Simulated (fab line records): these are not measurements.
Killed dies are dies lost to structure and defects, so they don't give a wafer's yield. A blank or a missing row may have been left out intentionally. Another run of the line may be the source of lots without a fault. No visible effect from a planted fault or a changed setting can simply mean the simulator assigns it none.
fab line records | flow berkeleyCmos170
record: lots: 5 wafers: 27
route steps=331 shown PWELL@48 ACTIVE@62 SPACER@171 SILICIDE@211 V2@292 M3@331
startH: hours from the record's opening day to when the first of the lot's shown wafers began | waitH: hours since the lot's step before | " identical to the entry in the row above | L1.1+2: one row covering several wafers at once | - no value present, or no start provided | * or withheld: withheld | < > ~ a bound
route shown NAME@n: names a module that has steps shown in the file, with the first one's number in the route | usual: average and standard deviation across the fault-free wafers | same: alike in all rows | chamber/n: place in a boat | sites: per-site readings | _std_site: how widely they spread, as a standard deviation | _edge_site: inner sites' mean taken away from outer sites' mean | radiusMm: for every site, how far away it sits from the centre of the wafer | mask NAME#n: copy n | behind: the most recent tool/chamber to have shaped the wafer | hold: why the lot went on hold/how many hours it stayed there/how the hold came to an end | device: the n, p or np transistor that did not switch | end of line: the tests these same wafers got at the end of their route | a step with no rows: only its recipe | killed: count of dies lost to structure and defects at first sort (not the wafer's yield) | map: the dies of a wafer, with x for killed, . for not killed, _ for no die there
set.NAME: the setting as run; set.NAME@STEP: as run at that earlier step | model.NAME: the simulator's own value behind a step, which no gauge read
lots with deliberately changed settings; one table per step, one row per wafer
== steps ==
step: UCB170_PWELL_ETCH_14
recipe: chemistry: CH3F/Ar/O2 target: Si3N4 stopOn: SiO2 CH3F_flow_sccm: 20 Ar_flow_sccm: 50 O2_flow_sccm: 7 pressureMtorr: 50 rfW: 450 targetDepthA: 2420 overEtchFrac: 0.1 timeS: 151
usual: oesProductAu: 0.945/0.013
columns lot.wafer tool chamber startH waitH set.targetDepthA oesProductAu model.KrF_of_PWELL_COAT_08.thkNm model.SiO2_of_PWELL_OXIDATION_02.thkNm
L077.1 rieDiel-01 1 61.59 0.0 3790 0.734 627.6 0
L077.2 " 3 " " 3790 0.740 636.9 0.02262
L077.3 " 2 " " 2420 0.967 718 22.01
L077.4 " 0 " " 2420 0.951 724.9 22.43
L077.5 " 3 " " 2420 0.932 728.9 22.79
L077.6 " 2 " " 3790 0.764 623.1 0
L078.1 rieDiel-02 0 69.78 0.0 2420 0.937 719.1 22.31
L078.2 " 3 " " 2420 0.953 721.6 22.07
L078.3 " 1 " " 2420 0.956 717.4 22.37
L078.4 " 2 " " 2420 0.951 716.3 22.34
L078.5 " 2 " " 2420 0.948 716.9 21.87
L078.6 " 3 " " 2420 0.947 719.1 21.16
L080.1 rieDiel-02 2 85.13 0.0 2420 0.952 718.1 22.49
L080.2 " 1 " " 1828 1.043 762.3 22.6
L080.3 " 0 " " 2420 0.938 721.6 22.49
L080.4 " 3 " " 2420 0.952 717.5 21.41
L080.5 " 1 " " 1828 1.036 760.5 23.07
L080.6 " 2 " " 1828 1.039 761.5 23.24
L081.2 rieDiel-01 1 85.34 0.0 2420 0.936 723.9 21.5
L081.3 " 2 " " 2420 0.958 722.3 21.31
L081.5 " 3 " " 2420 0.933 730.3 21.58
L084.1 rieDiel-02 2 95.97 0.0 2420 0.953 721.3 22.7
L084.2 " 3 " " 2420 0.939 724.5 22.5
L084.3 " 1 " " 2420 0.960 723.9 22.77
L084.4 " 0 " " 2420 0.936 722.8 22.58
L084.5 " 0 " " 2420 0.933 723.1 23.28
L084.6 " 1 " " 2420 0.957 723.7 23.42
step: UCB170_PWELL_IMPLANT_15
recipe: species: B doseCm2: 5e+12 energyKev: 60 tiltDeg: 7
step: UCB170_PWELL_STRIP_16
recipe: chemistry: O2 powerW: 400 pressureMtorr: 3500 platenTempC: withheld o2FlowSccm: 400 overashFraction: 0.5
usual: stripTimeToEndpointS: 18.05/0.085
columns lot.wafer tool chamber startH waitH set.targetDepthA@PWELL_ETCH_14 stripTimeToEndpointS
L077.1 plasmaAsher-04 0 61.84 0.1 3790 15.83
L077.2 " 1 " " 3790 15.99
L077.3 " 0 " " 2420 17.95
L077.4 " 1 " " 2420 18.10
L077.5 " 1 " " 2420 18.18
L077.6 " 0 " " 3790 15.71
L078.1 plasmaAsher-03 0 70.03 0.1 2420 17.94
L078.2 " 1 " " 2420 18.01
L078.3 " 0 " " 2420 17.90
L078.4 " 1 " " 2420 17.88
L078.5 " 0 " " 2420 17.89
L078.6 " 1 " " 2420 17.95
L080.1 plasmaAsher-04 0 85.38 0.1 2420 17.94
L080.2 " 1 " " 1828 18.98
L080.3 " 0 " " 2420 18.03
L080.4 " 1 " " 2420 17.94
L080.5 " 0 " " 1828 18.94
L080.6 " 1 " " 1828 18.97
L081.2 plasmaAsher-03 1 85.59 0.1 2420 18.07
L081.3 " 1 " " 2420 18.05
L081.5 " 1 " " 2420 18.23
L084.1 plasmaAsher-03 0 96.22 0.1 2420 18.02
L084.2 " 1 " " 2420 18.09
L084.3 " 0 " " 2420 18.08
L084.4 " 1 " " 2420 18.05
L084.5 " 0 " " 2420 18.05
L084.6 " 1 " " 2420 18.07
step: UCB170_ACTIVE_OXIDATION_02
recipe: tempC: 1000 ambient: O2 targetThkA: 264 oxTimeS: 1260
columns lot.wafer tool chamber startH waitH set.oxTimeS model.SiO2_of_ACTIVE_OXIDATION_02.thkNm
L077.1 - - - 2.2 1497 29.04
L077.2 " - " " 1497 29.33
L077.3 " - " " 1497 29.02
L077.4 " - " " 1497 29.32
L077.5 " - " " 1497 29.15
L077.6 " - " " 1497 29.28
L078.1 - - - 1.9 899.8 22.7
L078.2 " - " " 899.8 22.62
L078.3 " - " " 899.8 23.03
L078.4+6 " - " " 899.8 23.02
L078.5 " - " " 899.8 22.87
L080.1 - - - 1.7 1260 25.94
L080.2 " - " " 1260 26.46
L080.3 " - " " 1260 26.43
L080.4 " - " " 1260 26.53
L080.5 " - " " 1260 26.39
L080.6 " - " " 1260 25.89
L081.2 furnace-01 0 99.98 1.7 1260 26.83
L081.3 " 0 " " 1260 26.38
L081.5 " 0 " " 1260 26.91
L084.1 - - - 1.3 799.7 20.46
L084.2+6 " - " " 799.7 19.94
L084.3 " - " " 799.7 20.19
L084.4 " - " " 799.7 19.9
L084.5 " - " " 799.7 20.36
step: UCB170_ACTIVE_THK_MEAS_03
recipe: reads: SiO2_of_ACTIVE_OXIDATION_02
usual: ACTIVE_OXIDE_THK: 26.6/0.52
columns lot.wafer tool chamber startH waitH set.oxTimeS@ACTIVE_OXIDATION_02 ACTIVE_OXIDE_THK[nm]
L077.1 filmMetro-02 - - - 1497 29.0
L077.2 " - " " 1497 29.3
L077.3 " - " " 1497 29.0
L077.4 " - " " 1497 29.3
L077.5 " - " " 1497 29.2
L077.6 " - " " 1497 29.3
L078.1 filmMetro-01 - - - 899.8 22.7
L078.2 " - " " 899.8 22.6
L078.3 " - " " 899.8 23.1
L078.4 " - " " 899.8 23.0
L078.5 " - " " 899.8 22.9
L078.6 " - " " 899.8 23.1
L080.1 filmMetro-04 - - - 1260 25.9
L080.2 " - " " 1260 26.5
L080.3 " - " " 1260 26.4
L080.4 " - " " 1260 26.5
L080.5 " - " " 1260 26.4
L080.6 " - " " 1260 26.0
L081.2 filmMetro-01 - 101.34 0.0 1260 26.9
L081.3 " - " " 1260 26.4
L081.5 " - " " 1260 26.9
L084.1 filmMetro-04 - - - 799.7 20.4
L084.2 " - " " 799.7 20.0
L084.3 " - " " 799.7 20.2
L084.4 " - " " 799.7 19.9
L084.5 " - " " 799.7 20.4
L084.6 " - " " 799.7 20.0
step: UCB170_SPACER_CVD_00
recipe: material: SiO2 targetThkNm: 376 tempC: 390 precursor: TEOS/O2 timeS: 47 rfW: 550 pressureMtorr: 9000
columns lot.wafer tool chamber startH waitH set.timeS model.SiO2_of_SPACER_CVD_00.thkNm
L077.1 pecvd-01 1 132.99 0.0 36.61 285
L077.2 " 0 " " 47 374.4
L077.3 " 2 " " 47 363.7
L077.4 " 1 " " 36.61 291
L077.5 " 0 " " 36.61 291.3
L077.6 " 2 " " 47 372.3
L078.1 pecvd-01 2 150.37 0.0 47 374.4
L078.2 " 1 " " 54.43 432.9
L078.3 " 0 " " 54.43 434.8
L078.4 " 0 " " 47 380.9
L078.5 " 2 " " 54.43 442.9
L078.6 " 1 " " 47 376.7
L080.1 pecvd-02 0 160.69 0.0 47 382.2
L080.2 " 1 " " 47 379
L080.3 " 2 " " 69.02 559.1
L080.4 " 1 " " 47 386
L080.5 " 2 " " 69.02 567.3
L080.6 " 0 " " 69.02 569.8
L081.2 pecvd-01 1 160.90 0.0 47 369.4
L081.3 " 2 " " 47 373.8
L081.5 " 2 " " 47 381.1
L084.1 pecvd-03 1 171.50 0.0 58.29 463.9
L084.2 " 0 " " 47 374.8
L084.3 " 2 " " 58.29 465
L084.4 " 1 " " 47 378.4
L084.5 " 0 " " 58.29 470.4
L084.6 " 2 " " 47 378.6
step: UCB170_SPACER_THK_MEAS_01
recipe: reads: SiO2_of_SPACER_CVD_00
usual: SPACER_TEOS_THK: 377/5.5
columns lot.wafer tool chamber startH waitH set.timeS@SPACER_CVD_00 SPACER_TEOS_THK[nm]
L077.1 filmMetro-03 - 133.03 0.0 36.61 285
L077.2 " - " " 47 374
L077.3 " - " " 47 364
L077.4 " - " " 36.61 291
L077.5 " - " " 36.61 291
L077.6 " - " " 47 372
L078.1 filmMetro-03 - 150.41 0.0 47 374
L078.2 " - " " 54.43 433
L078.3 " - " " 54.43 435
L078.4 " - " " 47 381
L078.5 " - " " 54.43 443
L078.6 " - " " 47 377
L080.1 filmMetro-03 - 160.74 0.0 47 382
L080.2 " - " " 47 379
L080.3 " - " " 69.02 559
L080.4 " - " " 47 386
L080.5 " - " " 69.02 567
L080.6 " - " " 69.02 569
L081.2 filmMetro-03 - 160.95 0.0 47 369
L081.3 " - " " 47 374
L081.5 " - " " 47 381
L084.1 filmMetro-01 - 171.55 0.0 58.29 464
L084.2 " - " " 47 375
L084.3 " - " " 58.29 465
L084.4 " - " " 47 378
L084.5 " - " " 58.29 471
L084.6 " - " " 47 379
step: UCB170_SPACER_ANNEAL_02
recipe: tempC: 900 timeS: 1800 ambient: N2
step: UCB170_SPACER_ETCHBACK_03
recipe: stopOn: Si target: SiO2 chemistry: CHF3/CF4/Ar CHF3_flow_sccm: 50 cf4FlowSccm: 10 Ar_flow_sccm: 120 pressureMtorr: 200 rfW: 512.2 targetDepthA: 3760 timeS: 100
usual: oesProductAu: 0.909/0.015
columns lot.wafer tool chamber startH waitH set.timeS@SPACER_CVD_00 oesProductAu model.etch.depthNm
L077.1 rieDiel-02 1 139.24 0.0 36.61 0.749 285
L077.2 " 3 " " 47 0.908 374.4
L077.3 " 0 " " 47 0.871 363.7
L077.4 " 3 " " 36.61 0.764 291
L077.5 " 1 " " 36.61 0.766 291.3
L077.6 " 0 " " 47 0.898 372.3
L078.1 rieDiel-01 1 156.10 0.0 47 0.895 374.4
L078.2 " 3 " " 54.43 0.994 427
L078.3 " 2 " " 54.43 1.027 434.8
L078.4 " 0 " " 47 0.913 380.9
L078.5 " 2 " " 54.43 1.037 442.9
L078.6 " 1 " " 47 0.902 376.7
L080.1 rieDiel-02 3 164.32 0.0 47 0.925 382.2
L080.2 " 1 " " 47 0.917 379
L080.3 " 2 " " 69.02 1.054 451.9
L080.4 " 0 " " 47 0.913 386
L080.5 " 1 " " 69.02 1.043 446
L080.6 " 2 " " 69.02 1.054 452.6
L081.2 rieDiel-04 0 164.32 0.0 47 0.892 369.4
L081.3 " 3 " " 47 0.893 373.8
L081.5 " 0 " " 47 0.909 381.1
L084.1 rieDiel-02 1 175.74 0.0 58.29 1.037 443.3
L084.2 " 0 " " 47 0.897 374.8
L084.3 " 2 " " 58.29 1.053 444.7
L084.4 " 3 " " 47 0.910 378.4
L084.5 " 2 " " 58.29 1.037 443.8
L084.6 " 1 " " 47 0.922 378.6
step: UCB170_SILICIDE_SPUTTER_01
recipe: material: Ti targetThkNm: 30 timeS: 25 powerW: 1500 chamberPressurePa: 0.5
columns lot.wafer tool chamber startH waitH set.timeS model.Ti_of_SILICIDE_SPUTTER_01.thkNm
L077.1+5 pvdSputter-03 - 146.54 0.0 25 29.7
L077.2 " - " " 25 29.36
L077.3 " - " " 25 29.55
L077.4 " - " " 25 29.77
L077.6 " - " " 25 29.79
L078.1 pvdSputter-04 - 160.86 0.0 25 29.58
L078.2 " - " " 25 29.69
L078.3 " - " " 25 29.98
L078.4 " - " " 25 30.02
L078.5 " - " " 25 29.91
L078.6 " - " " 25 29.83
L080.1 pvdSputter-03 - 169.97 0.0 25 29.69
L080.2 " - " " 25 29.42
L080.3 " - " " 18.59 22.02
L080.4 " - " " 18.59 21.94
L080.5 " - " " 25 29.43
L080.6 " - " " 18.59 22.18
L081.2 pvdSputter-04 - 170.65 0.0 25 29.89
L081.3 " - " " 25 30.03
L081.5 " - " " 25 30.11
L084.1 pvdSputter-03 - 181.25 0.0 38 45.14
L084.2 " - " " 25 29.62
L084.3 " - " " 25 29.32
L084.4 " - " " 38 45.03
L084.5 " - " " 25 29.69
L084.6 " - " " 38 45.41
step: UCB170_SILICIDE_RS_MEAS_02
recipe: thkMeasGauge: four-point-probe reads: Ti_of_SILICIDE_SPUTTER_01
usual: SILICIDE_TI_RS: 26.3/0.31
columns lot.wafer tool chamber startH waitH set.timeS@SILICIDE_SPUTTER_01 SILICIDE_TI_RS[ohm/sq]
L077.1 filmMetro-02 - 146.57 0.0 25 26.3
L077.2 " - " " 25 26.6
L077.3 " - " " 25 26.5
L077.4 " - " " 25 26.3
L077.5 " - " " 25 26.4
L077.6 " - " " 25 26.2
L078.1 filmMetro-02 - 160.89 0.0 25 26.5
L078.2 " - " " 25 26.3
L078.3 " - " " 25 26.1
L078.4 " - " " 25 26.0
L078.5 " - " " 25 26.1
L078.6 " - " " 25 26.2
L080.1 filmMetro-03 - 170.00 0.0 25 26.5
L080.2 " - " " 25 26.7
L080.3 " - " " 18.59 37.6
L080.4 " - " " 18.59 37.8
L080.5 " - " " 25 26.7
L080.6 " - " " 18.59 37.4
L081.2 filmMetro-02 - 170.70 0.0 25 26.1
L081.3 " - " " 25 25.9
L081.5 " - " " 25 25.9
L084.1 filmMetro-03 - 181.32 0.1 38 16.3
L084.2 " - " " 25 26.6
L084.3 " - " " 25 26.9
L084.4 " - " " 38 16.3
L084.5 " - " " 25 26.5
L084.6 " - " " 38 16.2
step: UCB170_SILICIDE_THK_MEAS_03
recipe: thkMeasGauge: xrf reads: Ti_of_SILICIDE_SPUTTER_01
usual: SILICIDE_TI_THK: 30.1/0.31
columns lot.wafer tool chamber startH waitH set.timeS@SILICIDE_SPUTTER_01 SILICIDE_TI_THK[nm]
L077.1 filmMetro-02 - 146.69 0.1 25 29.9
L077.2 " - " " 25 29.5
L077.3 " - " " 25 29.8
L077.4 " - " " 25 29.8
L077.5 " - " " 25 29.8
L077.6 " - " " 25 29.9
L078.1 filmMetro-02 - 161.01 0.1 25 29.7
L078.2 " - " " 25 29.9
L078.3 " - " " 25 30.1
L078.4 " - " " 25 30.0
L078.5 " - " " 25 30.1
L078.6 " - " " 25 29.8
L080.1 filmMetro-03 - 170.12 0.1 25 30.1
L080.2 " - " " 25 29.8
L080.3 " - " " 18.59 22.2
L080.4 " - " " 18.59 22.2
L080.5 " - " " 25 29.7
L080.6 " - " " 18.59 22.3
L081.2 filmMetro-02 - 170.81 0.1 25 30.0
L081.3 " - " " 25 30.4
L081.5 " - " " 25 30.3
L084.1 filmMetro-03 - 181.44 0.1 38 45.6
L084.2 " - " " 25 29.8
L084.3 " - " " 25 29.4
L084.4 " - " " 38 45.3
L084.5 " - " " 25 29.9
L084.6 " - " " 38 45.6
step: UCB170_V2_CVD_00
recipe: material: SiO2 targetThkNm: 2000 tempC: 390 precursor: TEOS/O2 timeS: 250 rfW: 550 pressureMtorr: 9000
columns lot.wafer tool chamber startH waitH set.timeS model.SiO2_of_V2_CVD_00.thkNm
L077.1 pecvd-01 1 166.65 0.1 250 1987
L077.2 " 0 " " 205.2 1660
L077.3 " 2 " " 205.2 1633
L077.4 " 2 " " 250 2050
L077.5 " 0 " " 205.2 1667
L077.6 " 1 " " 250 2016
L078.1 pecvd-01 2 178.26 0.1 173.6 1363
L078.2 " 1 " " 173.6 1387
L078.3 " 0 " " 173.6 1381
L078.4 " 2 " " 250 2030
L078.5 " 1 " " 250 2010
L078.6 " 0 " " 250 2034
L080.1 pecvd-04 2 185.08 0.1 136.6 1096
L080.2 " 0 " " 136.6 1080
L080.3 " 1 " " 136.6 1099
L080.4 " 2 " " 250 2018
L080.5 " 0 " " 250 1998
L080.6 " 1 " " 250 2026
L081.2 pecvd-03 2 193.79 0.1 250 1986
L081.3 " 2 " " 250 2036
L081.5 " 2 " " 250 2037
L084.1 pecvd-01 1 197.48 0.1 353.3 2807
L084.2 " 0 " " 250 1999
L084.3 " 2 " " 353.3 2824
L084.4 " 2 " " 250 2026
L084.5 " 0 " " 250 2039
L084.6 " 1 " " 353.3 2868
step: UCB170_V2_THK_MEAS_01
recipe: reads: SiO2_of_V2_CVD_00
usual: V2_TEOS_THK: 2002/24
columns lot.wafer tool chamber startH waitH set.timeS@V2_CVD_00 V2_TEOS_THK[nm]
L077.1 filmMetro-04 - 166.81 0.1 250 1985
L077.2 " - " " 205.2 1659
L077.3 " - " " 205.2 1631
L077.4 " - " " 250 2049
L077.5 " - " " 205.2 1669
L077.6 " - " " 250 2017
L078.1 filmMetro-03 - 178.42 0.1 173.6 1363
L078.2 " - " " 173.6 1387
L078.3 " - " " 173.6 1380
L078.4 " - " " 250 2030
L078.5 " - " " 250 2014
L078.6 " - " " 250 2032
L080.1 filmMetro-04 - 185.24 0.1 136.6 1096
L080.2 " - " " 136.6 1080
L080.3 " - " " 136.6 1100
L080.4 " - " " 250 2019
L080.5 " - " " 250 1998
L080.6 " - " " 250 2025
L081.2 filmMetro-03 - 194.03 0.2 250 1985
L081.3 " - " " 250 2036
L081.5 " - " " 250 2039
L084.1 filmMetro-01 - 197.63 0.1 353.3 2808
L084.2 " - " " 250 2000
L084.3 " - " " 353.3 2825
L084.4 " - " " 250 2027
L084.5 " - " " 250 2039
L084.6 " - " " 353.3 2868
step: UCB170_M3_PROBE_99
columns lot.wafer tool chamber startH waitH set.timeS@SPACER_CVD_00 model.etest.nldd.lineOhmUm model.etest.nplusSal.lineOhmUm model.etest.pmos_0p35.rOnOhmUm model.etest.pmos_0p6.rOnOhmUm
L077.1 prober-01 - 172.81 0.1 36.61 174.5 4.294 - 5840
L077.2 prober-01 - 172.86 0.1 47 1332 5.164 4624 8423
L077.3 prober-01 - 172.91 0.2 47 1319 4.893 4374 8157
L077.4 prober-01 - 172.96 0.2 36.61 249.2 4.235 - 5878
L077.5 prober-01 - 173.01 0.2 36.61 263.1 4.303 - 5864
L077.6 prober-01 - 173.06 0.2 47 1344 5.173 4513 8231
L078.1 prober-01 - 184.26 0.1 47 1209 4.87 4479 8192
L078.2 prober-01 - 184.31 0.1 54.43 1215 67.61 4775 8496
L078.3 prober-01 - 184.36 0.2 54.43 1197 5.631 4739 8439
L078.4 prober-01 - 184.41 0.2 47 1210 5.231 4635 8436
L078.5 prober-01 - 184.46 0.2 54.43 1205 5.855 4750 8474
L078.6 prober-01 - 184.51 0.2 47 1213 4.923 4491 8278
L080.1 prober-01 - 190.63 0.1 47 1250 5.02 4623 8357
L080.3+5 prober-01 - 190.73 0.2 69.02 - - - -
L080.4 prober-01 - 190.78 0.2 47 1282 6.222 4732 8511
L080.6 prober-01 - 190.88 0.2 69.02 1266 1266 7228 1.214e+04
L081.2 prober-01 - 199.45 0.1 47 1301 5.005 4644 8597
L081.3 prober-01 - 199.50 0.2 47 1286 5.033 4760 8729
L081.5 prober-01 - 199.60 0.2 47 1304 5.177 4714 8536
L084.1 prober-01 - 203.90 0.1 58.29 1226 76.59 4872 8679
L084.2 prober-01 - 203.95 0.1 47 1195 4.825 4592 8425
L084.3 prober-01 - 204.00 0.2 58.29 1217 74.86 4839 8552
L084.4 prober-01 - 204.05 0.2 47 1187 4.259 4546 8326
L084.5 prober-01 - 204.10 0.2 58.29 1191 80.88 4827 8472
L084.6 prober-01 - 204.15 0.2 47 1178 4.258 4611 8466
killed by level:class
L081.2 SACOX:geometricParticle:short=1 SILICIDE:geometricParticle:open=1 SILICIDE:geometricParticle:short=1
L081.3 V1:geometricParticle:open=2 PWELL:geometricParticle:short=1 FIELD:geometricParticle:open=1 SILICIDE:geometricParticle:short=1 V2:geometricParticle:open=1
L081.5 SILICIDE:geometricParticle:short=1 V1:geometricParticle:open=1
== key ==
split: step: UCB170_PWELL_ETCH_14 setting: targetDepthA stated: 2420 by: wafer
response: step: UCB170_PWELL_ETCH_14 reading: oesProductAu change: -0.00364 per: 1% r: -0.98
response: step: UCB170_PWELL_ETCH_14 reading: model.KrF_of_PWELL_COAT_08.thkNm change: -1.68 per: 1% r: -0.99
response: step: UCB170_PWELL_ETCH_14 reading: model.SiO2_of_PWELL_OXIDATION_02.thkNm change: -0.339 per: 1% r: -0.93
response: step: UCB170_PWELL_STRIP_16 reading: stripTimeToEndpointS change: * per: 1% r: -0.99
split: step: UCB170_ACTIVE_OXIDATION_02 setting: oxTimeS stated: 1260 by: lot
response: step: UCB170_ACTIVE_OXIDATION_02 reading: model.SiO2_of_ACTIVE_OXIDATION_02.thkNm change: +0.153 per: 1% r: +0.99
response: step: UCB170_ACTIVE_THK_MEAS_03 reading: ACTIVE_OXIDE_THK change: +0.153 per: 1% r: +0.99
split: step: UCB170_SPACER_CVD_00 setting: timeS stated: 47 by: wafer
response: step: UCB170_SPACER_CVD_00 reading: model.SiO2_of_SPACER_CVD_00.thkNm change: +3.83 per: 1% r: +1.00
response: step: UCB170_SPACER_THK_MEAS_01 reading: SPACER_TEOS_THK change: +3.82 per: 1% r: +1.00
response: step: UCB170_SPACER_ETCHBACK_03 reading: oesProductAu change: +0.00403 per: 1% r: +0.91
response: step: UCB170_SPACER_ETCHBACK_03 reading: model.etch.depthNm change: +2.13 per: 1% r: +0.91
response: step: UCB170_M3_PROBE_99 reading: model.etest.pmos_0p35.rOnOhmUm shape: bent atLowest: 4596 atStated: 4596 atHighest: 7228
response: step: UCB170_M3_PROBE_99 reading: model.etest.nldd.lineOhmUm shape: bent atLowest: 228.9 atStated: 1258 atHighest: 1266
response: step: UCB170_M3_PROBE_99 reading: model.etest.pmos_0p6.rOnOhmUm shape: bent atLowest: 5861 atStated: 8405 atHighest: 1.214e+04
response: step: UCB170_M3_PROBE_99 reading: model.etest.nplusSal.lineOhmUm shape: bent atLowest: 4.277 atStated: 5.004 atHighest: 1266
split: step: UCB170_SILICIDE_SPUTTER_01 setting: timeS stated: 25 by: wafer
response: step: UCB170_SILICIDE_SPUTTER_01 reading: model.Ti_of_SILICIDE_SPUTTER_01.thkNm change: +0.299 per: 1% r: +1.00
response: step: UCB170_SILICIDE_RS_MEAS_02 reading: SILICIDE_TI_RS shape: bent atLowest: 37.6 atStated: 26.4 atHighest: 16.3
response: step: UCB170_SILICIDE_THK_MEAS_03 reading: SILICIDE_TI_THK change: +0.303 per: 1% r: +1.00
split: step: UCB170_V2_CVD_00 setting: timeS stated: 250 by: wafer
response: step: UCB170_V2_CVD_00 reading: model.SiO2_of_V2_CVD_00.thkNm change: +20.3 per: 1% r: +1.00
response: step: UCB170_V2_THK_MEAS_01 reading: V2_TEOS_THK change: +20.3 per: 1% r: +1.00
